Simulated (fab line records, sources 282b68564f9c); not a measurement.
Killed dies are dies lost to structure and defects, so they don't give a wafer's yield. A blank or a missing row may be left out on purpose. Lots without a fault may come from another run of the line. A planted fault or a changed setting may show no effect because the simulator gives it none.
One fault seen from 2 desks | flow rit_cmos | each desk has only its own numbers; what lay behind them comes last

THE TOOL OWNER'S DESK: implanter-03
The tool's own readings at RIT_PSD_IMPLANT_08: means of the sampled wafers that have a number, for each lot that ran on this tool. A lot is out of limits, marked OUT, if its mean lies more than 4 standard deviations from the usual mean; the brackets give that distance.
Columns: A = beam_energy_keV at RIT_PSD_IMPLANT_08, usual 27.001; B = beam_on_s at RIT_PSD_IMPLANT_08, usual 13.4 s
lot  | first seen here | A                        | B
L721 | day 3 00:54     | 26.996                   | 12.5
L726 | day 4 02:17     | 26.996                   | 12.4
L727 | day 4 08:45     | 26.990                   | 12.4
L729 | day 4 18:10     | 27.013                   | 12.4
L734 | day 5 19:51     | 27.002                   | 12.6
L736 | day 6 03:59     | 27.009                   | 12.3
L737 | day 6 08:44     | 28.389 (+99 or more) OUT | 12.5
L739 | day 6 22:56     | 28.378 (+99 or more) OUT | 12.6
This desk's finding: out of limits on L737, L739; first on L737, day 6 08:44 (beam_energy_keV at RIT_PSD_IMPLANT_08). In limits: L721, L726, L727, L729, L734, L736.

THE METROLOGY DESK
What the gauges read, lot by lot, whatever tool the lot ran on: means of the sampled wafers that have a number. A lot is out of limits, marked OUT, if its mean lies more than 4 standard deviations from the usual mean; the brackets give that distance.
Columns: A = PSD_RS at RIT_SDANNEAL_RS_MEAS_04, usual 115.97 ohm/sq
lot  | first seen here | A
L721 | day 3 01:43     | 116.02
L722 | day 3 06:02     | 115.93
L724 | day 3 17:17     | 115.86
L726 | day 4 03:05     | 116.17
L727 | day 4 09:41     | 116.08
L728 | day 4 15:49     | 115.86
L729 | day 4 18:59     | 116.42
L734 | day 5 20:41     | 115.89
L736 | day 6 04:52     | 115.82
L737 | day 6 09:34     | 112.99 (-12) OUT
L739 | day 6 23:45     | 112.96 (-13) OUT
L740 | day 7 04:21     | 115.88
L742 | day 7 16:51     | 115.84
L743 | day 7 18:29     | 115.44
This desk's finding: out of limits on L737, L739; first on L737, day 6 09:34 (PSD_RS at RIT_SDANNEAL_RS_MEAS_04). In limits: L721, L722, L724, L726, L727, L728, L729, L734, L736, L740, L742, L743.

PUT TOGETHER
The tool owner's desk could have raised an alarm at day 6 08:44, on L737, L739.
The metrology desk could have raised an alarm at day 6 09:34, on L737, L739.
Of the lots named, all ran RIT_PSD_IMPLANT_08 on implanter-03.

WHAT THE SIMULATOR HAD PUT IN
Process parameter drift: implanter-03, from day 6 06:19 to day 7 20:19, at RIT_PSD_IMPLANT_08. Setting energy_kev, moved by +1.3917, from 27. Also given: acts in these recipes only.
Lots struck among those shown: L737, L739.
Hours from the fault's start to each desk's first reading out of limits: the tool owner's desk, 2; the metrology desk, 3.
